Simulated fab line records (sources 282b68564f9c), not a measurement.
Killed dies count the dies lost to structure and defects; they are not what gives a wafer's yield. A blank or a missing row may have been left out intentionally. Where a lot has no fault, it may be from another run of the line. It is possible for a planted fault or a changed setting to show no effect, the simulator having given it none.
fab line records | flow rit_cmos
record: lots: 14 | wafers: 42 | last_day: 8
route steps=202 shown NLDD@105 M1@202
lots that met no fault: taken from a fault-free run of the same line
start_h: the number of hours between the record's first day and the start of the first shown wafer of the lot | wait_h: hours elapsed since this lot's preceding step | " unchanged from the row above | L1.1+2: a row that stands for several wafers | - value missing, or start not given | * or withheld: withheld | < > ~ a bound
route shown NAME@n: a module of which the file shows steps, and the number in the route of the first | usual: average and standard deviation across the fault-free wafers | same: alike in all rows | chamber/n: place in a boat | sites: each site's reading | _std_site: standard deviation across them | _edge_site: mean of outer sites minus mean of inner sites | radius_mm: for every site, how far away it sits from the centre of the wafer | mask NAME#n: copy n | behind: the most recent tool/chamber to have shaped the wafer | hold: reason for holding the lot/hours on hold/outcome of the hold | device: transistor that didn't switch, given as n, p or np | end of line: tests run on the same wafers once the route is complete | a step with no rows: only its recipe | killed: the dies lost at the first sort to structure and to defects; this is not the yield of the wafer | map: a wafer's dies, x killed, . not, _ none there
set.NAME: the setting the step ran with; set.NAME@STEP: the setting that earlier step ran with | model.NAME: the simulator's own value behind a step, which no gauge read
steps of the route over a sample of lots; a table a step, a row a wafer
== steps ==
step: RIT_NLDD_SOFTBAKE_02
recipe: resist: NOVOLAK | temp_c: 90 | time_s: 60
usual: heater_power_total_W: 34.56/0.046 | run_length_s: 89.26/0.12
lot.wafer | tool           | chamber | start_h | wait_h | heater_power_total_W | run_length_s
L399.1    | litho_track-04 | 0       | 51.48   | 0.1    | 34.59                | 89.15
L399.2    | "              | 0       | "       | "      | 34.51                | 89.30
L399.6    | "              | 0       | "       | "      | 34.57                | 89.48
L401.1    | litho_track-03 | 0       | 55.50   | 0.1    | 34.61                | 89.15
L401.4    | "              | 0       | "       | "      | 34.56                | 89.14
L401.5    | "              | 0       | "       | "      | 34.60                | 89.20
L404.2    | litho_track-03 | 0       | 72.77   | 0.1    | 34.63                | 89.05
L404.3    | "              | 0       | "       | "      | 34.56                | 89.28
L404.6    | "              | 0       | "       | "      | 34.54                | 89.20
L403.1    | litho_track-02 | 0       | 72.93   | 0.1    | 34.55                | 89.17
L403.2    | "              | 0       | "       | "      | 34.55                | 89.25
L403.6    | "              | 0       | "       | "      | 34.55                | 89.22
L405.2    | litho_track-04 | 0       | 73.09   | 0.1    | 34.53                | 89.40
L405.4    | "              | 0       | "       | "      | 34.53                | 89.34
L405.5    | "              | 0       | "       | "      | 34.56                | 89.39
L406.3    | litho_track-04 | 0       | 77.94   | 0.1    | 34.56                | 89.34
L406.4    | "              | 0       | "       | "      | 34.53                | 89.16
L406.5    | "              | 0       | "       | "      | 34.58                | 89.37
L408.1    | litho_track-03 | 0       | 87.05   | 0.1    | 34.58                | 89.08
L408.5    | "              | 0       | "       | "      | 34.52                | 89.38
L408.6    | "              | 0       | "       | "      | 34.62                | 89.18
L409.1    | litho_track-04 | 0       | 92.58   | 0.1    | 34.54                | 89.30
L409.2    | "              | 0       | "       | "      | 34.57                | 89.19
L409.6    | "              | 0       | "       | "      | 34.62                | 89.28
L411.3    | litho_track-03 | 0       | 103.24  | 0.1    | 34.47                | 89.07
L411.4    | "              | 0       | "       | "      | 34.49                | 89.05
L411.5    | "              | 0       | "       | "      | 34.59                | 89.06
L414.1    | litho_track-03 | 0       | 119.98  | 0.1    | 35.77                | 82.84
L414.2    | "              | 0       | "       | "      | 35.72                | 82.66
L414.3    | "              | 0       | "       | "      | 35.76                | 82.61
L418.1    | litho_track-03 | 0       | 147.26  | 0.1    | 35.80                | 82.81
L418.5    | "              | 0       | "       | "      | 35.76                | 82.72
L418.6    | "              | 0       | "       | "      | 35.81                | 82.63
L419.1    | litho_track-04 | 0       | 151.13  | 0.1    | 34.54                | 89.18
L419.3    | "              | 0       | "       | "      | 34.66                | 89.53
L419.4    | "              | 0       | "       | "      | 34.56                | 89.22
L420.1    | litho_track-04 | 0       | 158.16  | 0.1    | 34.60                | 89.31
L420.5    | "              | 0       | "       | "      | 34.60                | 89.20
L420.6    | "              | 0       | "       | "      | 34.49                | 89.29
L422.1    | litho_track-04 | 0       | 168.84  | 0.1    | 34.52                | 89.32
L422.4    | "              | 0       | "       | "      | 34.56                | 89.23
L422.6    | "              | 0       | "       | "      | 34.61                | 89.15
step: RIT_M1_PROBE_99
usual: killed_at_M0_to_M3: 0.0/0.12 | killed_at_contacts: 0.0/0.2 | killed_at_front_end: 7/3 | killed_dies: 7/3 | killed_open: 3.4/1.8 | killed_short: 3.8/2.1
same: gross_dies: 264 | killed_at_M4_up: 0 | killed_at_back_side: 0 | killed_at_other: 0
lot.wafer | tool      | chamber | start_h | wait_h | killed_at_M0_to_M3 | killed_at_contacts | killed_at_front_end | killed_dies | killed_open | killed_short
L408.1    | prober-01 | -       | 103.39  | 0.1    | 0                  | 0                  | 5                   | 5           | 1           | 4
L408.5    | prober-01 | -       | 103.59  | 0.2    | 0                  | 0                  | 9                   | 9           | 5           | 4
L408.6    | prober-01 | -       | 103.64  | 0.2    | 0                  | 0                  | 3                   | 3           | 1           | 2
killed by level:class
L408.1 FOX1:geometric_particle:short=1 FOX2:geometric_particle:short=1 GATE:geometric_particle:short=1 SILICIDE:geometric_particle:short=1 SILICIDE:geometric_particle:open=1
L408.5 GATE:geometric_particle:open=2 REOX:geometric_particle:short=2 FOX2:geometric_particle:open=1 GATE:geometric_particle:short=1 SPACER:geometric_particle:short=1 SPACER:geometric_particle:open=1 SILICIDE:geometric_particle:open=1
L408.6 FOX1:geometric_particle:short=1 GATE:geometric_particle:open=1 SPACER:geometric_particle:short=1
== key ==
first_sign: step: RIT_NLDD_SOFTBAKE_02 | reading: run_length_s | direction: down | sigmas: 56 | usual: * | struck: *
effect: step: RIT_NLDD_SOFTBAKE_02 | reading: heater_power_total_W | direction: up | sigmas: 26 | usual: 34.56 | struck: 35.77
met_at RIT_NLDD_SOFTBAKE_02
struck_lots L414,L418
tester_left_out L414,L418
onset_between 103.24 119.98
fault: kind: process_parameter_drift | tool: litho_track-03 | chamber: - | onset_h: 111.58 | steps: RIT_NLDD_SOFTBAKE_02 | channel: time_s | offset: * | shape: step | end_h: 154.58 | acts_in: * | stated: *
tester_left_out: of these lots the tester's yield and bins aren't shown, on N5 and GAA mostly nor the transistor test; their killed dies are dies lost to structure and defects alone, not to doping, threshold or leakage, so they don't give the yield
